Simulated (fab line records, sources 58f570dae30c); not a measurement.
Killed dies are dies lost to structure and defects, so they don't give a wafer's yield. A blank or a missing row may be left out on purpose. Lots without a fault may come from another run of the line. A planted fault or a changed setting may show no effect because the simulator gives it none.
Problem report in the 8D (eight disciplines) form, filled by code | flow berkeley_cmos170 | the parts of the form that need people (team, actions taken, sign-off) are left out

1. THE PROBLEM
exposure_dose_mJ_cm2 at UCB170_V2_EXPOSE_09 reads a mean of 36.78 on 3 wafers of 1 lot; wafers without a fault read 37.01 with a standard deviation of 0.035. That is -6.6 standard deviations from the usual mean.
The step: exposes mask VIA2, target cd 700 nm.
First seen on wafer L557.2, day 10 06:59, on krf_scanner-01. The record holds 39 wafers of 13 lots with a number at this step. Rule for "out", or "out of limits": more than 4 standard deviations from the usual mean. The other wafers with a number count as sound.

2. WHAT IT IS AND WHAT IT IS NOT
question                    | is                     | is not
which readings at this step | exposure_dose_mJ_cm2   | stage_vel_mm_s
which lots                  | L557                   | L552, L553, L554, L555, L568, L569, L570, L571, L572, L573, L574, L575
which wafers of those lots  | all that have a number | -
read on which tools         | krf_scanner-01         | krf_scanner-02
when                        | from day 10 06:59      | up to then (12 sound wafers); but 24 sound wafers of L568, L569, L570, L571, L572, L573, L574, L575 came after

3. SUSPECTS, AND WHAT RULES EACH OUT
Counting: a tool at a process step up to the reading stays a suspect if it ran every lot that is out and no sound lot after the first of them.
- krf_scanner-01 at UCB170_V2_EXPOSE_09 (exposes mask VIA2, target cd 700 nm): ruled out as a lasting fault. Sound lots L569, L573, L571 ran on it after its first lot that is out, L557 (day 10 06:59).
Left after counting: nothing in the record.

4. THE CAUSE (what the simulator had put in)
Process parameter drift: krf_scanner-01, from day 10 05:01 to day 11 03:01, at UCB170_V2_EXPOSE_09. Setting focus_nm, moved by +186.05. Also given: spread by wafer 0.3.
Counting ruled it out, wrongly.

5. THE CHAIN OF EFFECTS, in route order
Each row: a reading whose mean over the struck wafers that have a number lies more than 3 standard deviations from the usual. Only readings for which the record gives a usual standard deviation are gone through. hours: the time from each lot's start at the first step in this table that gives one to its start at this step, as a median over the lots. sigmas: the change in usual standard deviations.
hours | step                | reading              | usual | on struck wafers | change | sigmas
0     | UCB170_V2_EXPOSE_09 | exposure_dose_mJ_cm2 | 37.01 | 36.78            | -0.23  | -6.6
The process steps in it:
- UCB170_V2_EXPOSE_09: exposes mask VIA2, target cd 700 nm.
Later measuring or inspecting steps at which every struck wafer that the step has a row for has a number for every such reading, and none has moved that far: UCB170_M3_CD_MEAS_90.

6. WHAT WOULD HAVE CAUGHT IT SOONER
In this record the first reading out of limits was taken at day 10 06:59, 2 hours after the fault began at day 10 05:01.
